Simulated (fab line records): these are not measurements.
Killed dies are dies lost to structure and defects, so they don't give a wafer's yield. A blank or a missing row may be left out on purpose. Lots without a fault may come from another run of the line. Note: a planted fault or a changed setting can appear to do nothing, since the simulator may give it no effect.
One fault seen from 2 desks || flow rit_cmos || numbers are kept per desk, each desk with only its own; the story behind them comes last

== METROLOGY DESK ==
Means of the sampled wafers that have a number, per lot and without regard to the tool the lot ran on: this is what the gauges read. Any lot whose mean is over 4 standard deviations away from the usual mean is out of limits and marked OUT; that distance is given in the brackets.
Columns: A = ACTIVE_OXIDE_THK at RIT_ACTIVE_THK_MEAS_02, usual 43.1 nm; B = cd_nm at RIT_ACTIVE_CD_MEAS_11, usual 1400.3 nm; C = cd_nm at RIT_M1_CD_MEAS_09, usual 2599.8 nm
{"lot": "L644", "first seen here": "day 1 13:34", "A": 43.2, "B": 1401.7, "C": 2601.5}
{"lot": "L646", "first seen here": "day 1 22:16", "A": 43.6, "B": 1403.7, "C": 2599.2}
{"lot": "L647", "first seen here": "day 2 03:04", "A": 44.5, "B": 1401.9, "C": 2600.1}
{"lot": "L649", "first seen here": "day 2 14:02", "A": 43.4, "B": 1397.5, "C": 2599.4}
{"lot": "L650", "first seen here": "day 2 19:46", "A": 44.2, "B": 1399.6, "C": 2599.8}
{"lot": "L651", "first seen here": "day 2 23:05", "A": 43.2, "B": 1399.9, "C": 2598.9}
{"lot": "L653", "first seen here": "day 3 12:28", "A": 42.0, "B": 1399.0, "C": 2604.0}
{"lot": "L655", "first seen here": "day 3 20:40", "A": 42.3, "B": 1402.1, "C": 2596.0}
{"lot": "L657", "first seen here": "day 4 05:53", "A": "46.4 (+4.3) OUT", "B": 1401.1, "C": 2594.2}
{"lot": "L658", "first seen here": "day 4 10:47", "A": 42.3, "B": 1400.7, "C": 2597.5}
{"lot": "L659", "first seen here": "day 4 15:46", "A": 45.9, "B": 1402.2, "C": 2596.6}
{"lot": "L660", "first seen here": "day 4 21:18", "A": 42.2, "B": 1401.9, "C": 2599.8}
{"lot": "L664", "first seen here": "day 5 17:13", "A": 43.0, "B": 1401.9, "C": 2599.4}
{"lot": "L667", "first seen here": "day 6 08:29", "A": 42.8, "B": 1398.6, "C": 2602.0}
Per this desk, out of limits: L657; the first was L657, day 4 05:53 (ACTIVE_OXIDE_THK at RIT_ACTIVE_THK_MEAS_02). L644, L646, L647, L649, L650, L651, L653, L655, L658, L659, L660, L664, L667: within limits.

== FOR THE TOOL OWNER'S DESK: furnace-01 ==
The tool's own readings at RIT_ACTIVE_OXIDATION_01 (target thk 46.8 nm, ox time 3360 s): means of the sampled wafers that have a number, for each lot that ran on this tool. Any lot whose mean is over 4 standard deviations away from the usual mean is out of limits and marked OUT; that distance is given in the brackets.
Columns: A = spike_tc_centre_C at RIT_ACTIVE_OXIDATION_01, usual 994.7 C
{"lot": "L646", "first seen here": "day 1 20:19", "A": 995.0}
{"lot": "L653", "first seen here": "day 3 10:32", "A": 994.1}
{"lot": "L655", "first seen here": "day 3 18:43", "A": 994.2}
{"lot": "L657", "first seen here": "day 4 03:57", "A": 993.5}
{"lot": "L659", "first seen here": "day 4 13:49", "A": 994.3}
Finding of this desk: none of the 5 lots has anything out of limits.

== ALL TOGETHER ==
Metrology desk: alarm possible at day 4 05:53 on L657.
The desk of the tool owner found nothing out of limits.
The tool owner's desk has L657 on record, within its limits.
All the named lots went through RIT_ACTIVE_OXIDATION_01 on furnace-01.

== WHAT THE SIMULATOR PUT IN ==
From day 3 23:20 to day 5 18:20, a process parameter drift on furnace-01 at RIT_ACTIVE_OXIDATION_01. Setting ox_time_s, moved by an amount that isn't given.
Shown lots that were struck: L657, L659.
Per desk, hours elapsed from the start of the fault to the first reading out of limits: for the metrology desk, 7.
